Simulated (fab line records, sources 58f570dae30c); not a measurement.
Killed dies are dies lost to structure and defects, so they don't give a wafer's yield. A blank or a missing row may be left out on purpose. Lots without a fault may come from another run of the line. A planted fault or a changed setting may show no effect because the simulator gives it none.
Which tool did it? | flow berkeley_cmos170 | 24 lots, 72 wafers sampled, at 5 steps of a route of 331

WHAT THE GAUGES READ, wafer by wafer
UCB170_START_BOW_MEAS_00. Usual: INCOMING_BOW 0 um, standard deviation 6.1.
lot  | measured    | on            | INCOMING_BOW (um) | flag
L074 | day 1 10:00 | film_metro-04 | -3 2 -16          |
L075 | day 1 15:02 | film_metro-04 | 1 -2 7            |
L076 | day 1 20:00 | film_metro-02 | -11 4 6           |
L077 | day 2 01:00 | film_metro-04 | 1 0 6             |
L078 | day 2 06:01 | film_metro-02 | -1 -8 4           |
L079 | day 2 11:01 | film_metro-04 | -1 -5 3           |
L080 | day 2 16:02 | film_metro-02 | 2 5 -11           |
L081 | day 2 21:00 | film_metro-02 | 1 -2 -4           |
L082 | day 3 02:02 | film_metro-04 | -6 -2 -7          |
L083 | day 3 07:00 | film_metro-04 | 3 11 5            |
L084 | day 3 12:01 | film_metro-02 | 9 8 2             |
L085 | day 3 17:00 | film_metro-04 | -1 -9 9           |
L086 | day 3 22:02 | film_metro-02 | 15 -5 -3          |
L087 | day 4 03:00 | film_metro-04 | -4 -6 -3          |
L088 | day 4 08:00 | film_metro-01 | 0 -7 5            |
L089 | day 4 13:02 | film_metro-01 | 4 -1 17           |
L090 | day 4 18:00 | film_metro-01 | -2 8 -8           |
L091 | day 4 23:02 | film_metro-01 | -9 -7 -4          |
L092 | day 5 04:00 | film_metro-01 | -8 -4 0           |
L093 | day 5 09:04 | film_metro-04 | -4 9 4            |
L094 | day 5 14:02 | film_metro-01 | -9 3 -1           |
L095 | day 5 19:02 | film_metro-02 | -6 -1 -2          |
L096 | day 6 00:00 | film_metro-02 | 0 0 -3            |
L097 | day 6 05:01 | film_metro-01 | -7 11 -2          |

UCB170_START_THK_MEAS_03. Usual: START_OXIDE_THK 20.2 nm, standard deviation 0.38.
lot  | measured    | on            | START_OXIDE_THK (nm) | flag
L074 | day 1 14:59 | film_metro-01 | 20.7 20.7 20.7       |
L075 | day 1 19:06 | film_metro-01 | 20.0 19.8 20.2       |
L076 | day 2 00:29 | film_metro-01 | 20.9 20.7 20.7       |
L077 | day 2 04:48 | film_metro-01 | 20.0 20.0 19.8       |
L078 | day 2 10:27 | film_metro-01 | 19.9 19.9 19.8       |
L079 | day 2 18:05 | film_metro-04 | 20.5 20.3 20.2       |
L080 | day 2 20:35 | film_metro-02 | 21.0 20.7 21.0       |
L081 | day 3 02:31 | film_metro-01 | 20.4 20.4 20.0       |
L082 | day 3 08:07 | film_metro-01 | 20.1 20.1 19.7       |
L083 | day 3 12:42 | film_metro-04 | 20.0 20.2 20.8       |
L084 | day 3 15:14 | film_metro-01 | 19.8 20.1 20.1       |
L085 | day 3 20:58 | film_metro-02 | 20.2 20.4 20.3       |
L086 | day 4 03:31 | film_metro-02 | 20.4 20.5 20.5       |
L087 | day 4 08:18 | film_metro-04 | 20.0 20.0 19.8       |
L088 | day 4 11:36 | film_metro-01 | 20.5 20.6 20.5       |
L089 | day 4 18:07 | film_metro-04 | 19.7 19.9 19.4       |
L090 | day 4 22:31 | film_metro-04 | 19.9 19.7 19.5       |
L091 | day 5 03:04 | film_metro-01 | 19.9 19.8 19.7       |
L092 | day 5 08:48 | film_metro-04 | 20.7 20.8 20.5       |
L093 | day 5 14:22 | film_metro-01 | 20.1 20.3 20.3       |
L094 | day 5 17:21 | film_metro-02 | 20.3 20.2 20.0       |
L095 | day 5 23:41 | film_metro-04 | 20.3 20.2 20.6       |
L096 | day 6 09:46 | film_metro-01 | 20.6 20.7 20.7       |
L097 | day 6 09:47 | film_metro-02 | 20.3 20.3 19.8       |

UCB170_NVT_TW_MEAS_09. Usual: NVT_TW 524, standard deviation 3.4.
lot  | measured     | on            | NVT_TW      | flag
L074 | day 5 15:20  | film_metro-03 | 529 525 524 |
L075 | day 5 15:41  | film_metro-04 | 523 526 522 |
L076 | day 6 13:03  | film_metro-03 | 523 524 524 |
L077 | day 6 13:32  | film_metro-04 | 527 526 528 |
L078 | day 6 16:54  | film_metro-03 | 525 525 523 |
L079 | day 6 17:11  | film_metro-04 | 529 528 527 |
L080 | day 6 17:10  | film_metro-02 | 527 526 525 |
L081 | day 6 21:13  | film_metro-04 | 528 526 530 |
L082 | day 6 21:31  | film_metro-04 | 529 528 527 |
L083 | day 7 20:28  | film_metro-02 | 523 523 525 |
L084 | day 7 20:00  | film_metro-04 | 523 522 521 |
L085 | day 7 20:16  | film_metro-03 | 522 525 528 |
L086 | day 8 03:34  | film_metro-04 | 523 521 523 |
L087 | day 8 03:19  | film_metro-02 | 517 515 516 |
L088 | day 8 03:47  | film_metro-03 | 522 525 522 |
L089 | day 8 14:44  | film_metro-02 | 517 518 517 |
L090 | day 8 15:21  | film_metro-02 | 520 519 517 |
L091 | day 8 15:39  | film_metro-03 | 527 524 526 |
L092 | day 9 04:45  | film_metro-04 | 519 521 525 |
L093 | day 10 11:12 | film_metro-04 | 529 531 527 |
L094 | day 9 21:31  | film_metro-04 | 525 524 522 |
L095 | day 10 15:16 | film_metro-03 | 526 529 525 |
L096 | day 10 23:51 | film_metro-04 | 528 526 525 |
L097 | day 10 11:01 | film_metro-02 | 526 523 526 |

UCB170_PSD_TW_MEAS_10. Usual: PSD_TW 2326, standard deviation 11.
lot  | measured     | on            | PSD_TW         | flag
L074 | day 6 18:32  | film_metro-01 | 2326 2329 2318 |
L075 | day 6 19:13  | film_metro-01 | 2320 2318 2322 |
L076 | day 7 10:37  | film_metro-02 | 2330 2322 2318 |
L077 | day 7 11:02  | film_metro-02 | 2316 2309 2321 |
L078 | day 7 19:23  | film_metro-01 | 2329 2336 2322 |
L079 | day 7 19:01  | film_metro-04 | 2310 2331 2316 |
L080 | day 7 19:17  | film_metro-02 | 2305 2313 2320 |
L081 | day 7 22:29  | film_metro-01 | 2337 2334 2329 |
L082 | day 7 22:22  | film_metro-04 | 2323 2322 2328 |
L083 | day 8 23:53  | film_metro-04 | 2321 2326 2323 |
L084 | day 8 23:38  | film_metro-01 | 2316 2315 2330 |
L085 | day 9 00:10  | film_metro-01 | 2329 2325 2337 |
L086 | day 9 06:43  | film_metro-01 | 2332 2328 2328 |
L087 | day 9 06:56  | film_metro-04 | 2320 2321 2311 |
L088 | day 9 06:34  | film_metro-02 | 2350 2334 2345 |
L089 | day 10 01:32 | film_metro-01 | 2347 2354 2338 |
L090 | day 10 01:40 | film_metro-04 | 2327 2331 2337 |
L091 | day 10 01:37 | film_metro-02 | 2328 2322 2324 |
L092 | day 10 14:11 | film_metro-04 | 2343 2342 2339 |
L093 | day 11 13:22 | film_metro-01 | 2315 2315 2308 |
L094 | day 11 00:10 | film_metro-01 | 2315 2309 2321 |
L095 | day 11 18:59 | film_metro-02 | 2326 2329 2315 |
L096 | day 12 03:44 | film_metro-04 | 2343 2338 2333 |
L097 | day 11 12:59 | film_metro-02 | 2312 2329 2329 |

WHICH TOOL RAN EACH LOT (tool, then ch and the chambers of the sampled wafers, then the start)
lot  | UCB170_NWELL_ETCH_13
L074 | rie_diel-01 ch 0,3, day 2 11:33
L075 | rie_diel-02 ch 0,2,3, day 2 11:31
L076 | rie_diel-01 ch 0,2,3, day 2 19:49
L077 | rie_diel-01 ch 2,3, day 3 00:16
L078 | rie_diel-01 ch 1,3, day 3 07:46
L079 | rie_diel-01 ch 1,2,3, day 3 12:09
L080 | rie_diel-02 ch 0,1, day 3 12:25
L081 | rie_diel-02 ch 2,3, day 3 21:20
L082 | rie_diel-03 ch 0,2, day 3 21:35
L083 | rie_diel-01 ch 1,3, day 4 06:02
L084 | rie_diel-03 ch 0,1,2, day 4 11:49
L085 | rie_diel-02 ch 1,3, day 4 14:53
L086 | rie_diel-02 ch 1,2,3, day 4 22:45
L087 | rie_diel-03 ch 1,3, day 4 23:01
L088 | rie_diel-01 ch 0,1,2, day 5 06:59
L089 | rie_diel-01 ch 0,3, day 5 13:59
L090 | rie_diel-02 ch 1,2,3, day 5 14:05
L091 | rie_diel-01 ch 1,2, day 5 18:43
L092 | rie_diel-03 ch 0,1,3, day 6 03:40
L093 | rie_diel-03 ch 2,3, day 6 14:46
L094 | rie_diel-02 ch 0,1,2, day 6 15:00
L095 | rie_diel-03 ch 0,1, day 6 19:26
L096 | rie_diel-01 ch 0,2,3, day 7 03:06
L097 | rie_diel-03 ch 0,3, day 7 02:50
- UCB170_NWELL_ETCH_13: etches Si3N4 in CH3F/Ar/O2, stops on SiO2, target depth 246.4 nm, time 154 s.

WHAT THE TOOLS THEMSELVES READ (means of the sampled wafers that have a number; where no wafer has one, the mark that the record gives instead)
UCB170_NWELL_ETCH_13. Usual: CH3F_flow_sccm 20.00 sccm, standard deviation 0.057; drypump_motor_current_A 5.8 A, standard deviation 0.48; oes_product_au 0.941 a.u., standard deviation 0.014; throttle_valve_pct 8.08 %, standard deviation 0.13.
lot  | tool        | CH3F_flow_sccm (sccm) | drypump_motor_current_A (A) | oes_product_au (a.u.) | throttle_valve_pct (%) | flag
L074 | rie_diel-01 | 19.99                 | 5.8                         | 0.938                 | 8.10                   |
L075 | rie_diel-02 | 20.02                 | 5.9                         | 0.938                 | 8.08                   |
L076 | rie_diel-01 | 19.93                 | 6.0                         | 0.926                 | 8.04                   |
L077 | rie_diel-01 | 20.01                 | 5.7                         | 0.928                 | 8.02                   |
L078 | rie_diel-01 | 19.95                 | 5.5                         | 0.936                 | 8.06                   |
L079 | rie_diel-01 | 20.07                 | 5.7                         | 0.928                 | 8.02                   |
L080 | rie_diel-02 | 20.00                 | 5.8                         | 0.950                 | 8.10                   |
L081 | rie_diel-02 | 19.97                 | 5.6                         | 0.926                 | 8.20                   |
L082 | rie_diel-03 | 19.94                 | 5.9                         | 0.951                 | 7.97                   |
L083 | rie_diel-01 | 19.95                 | 5.5                         | 0.938                 | 8.07                   |
L084 | rie_diel-03 | 19.97                 | 5.9                         | 0.948                 | 8.00                   |
L085 | rie_diel-02 | 19.99                 | 5.5                         | 0.937                 | 8.22                   |
L086 | rie_diel-02 | 19.96                 | 5.4                         | 0.936                 | 8.17                   |
L087 | rie_diel-03 | 20.02                 | 5.9                         | 0.960                 | 8.15                   |
L088 | rie_diel-01 | 19.93                 | 6.0                         | 0.934                 | 8.04                   |
L089 | rie_diel-01 | 19.99                 | 5.9                         | 0.927                 | 8.10                   |
L090 | rie_diel-02 | 20.03                 | 5.4                         | 0.947                 | 8.18                   |
L091 | rie_diel-01 | 19.96                 | 5.9                         | 0.931                 | 7.94                   |
L092 | rie_diel-03 | 20.02                 | 5.7                         | 0.970                 | 8.16                   |
L093 | rie_diel-03 | 20.03                 | 5.9                         | 0.955                 | 8.06                   |
L094 | rie_diel-02 | 20.01                 | 5.7                         | 0.943                 | 8.08                   |
L095 | rie_diel-03 | 19.94                 | 5.9                         | 0.955                 | 8.04                   |
L096 | rie_diel-01 | 19.98                 | 6.1                         | 0.921                 | 8.04                   |
L097 | rie_diel-03 | 19.99                 | 5.6                         | 0.963                 | 8.16                   |

THE ANSWER, worked out from the rows above alone
Rule: a lot is off if the mean of its wafers that have a number lies more than 3 standard deviations from the usual mean. A lot without any number at a reading at which 4 lots or more have one is off too. The other lots that the step has rows for count as sound. The gauges are gone through in route order, then the tools' own readings, and for those a lot's mean is taken as printed above. The first step at which some lot is off is used, and at that step the reading that is off furthest; a lot without a number counts as furthest.
No lot is off at any reading shown: from this, nothing can be told.

WHAT THE SIMULATOR HAD PUT IN
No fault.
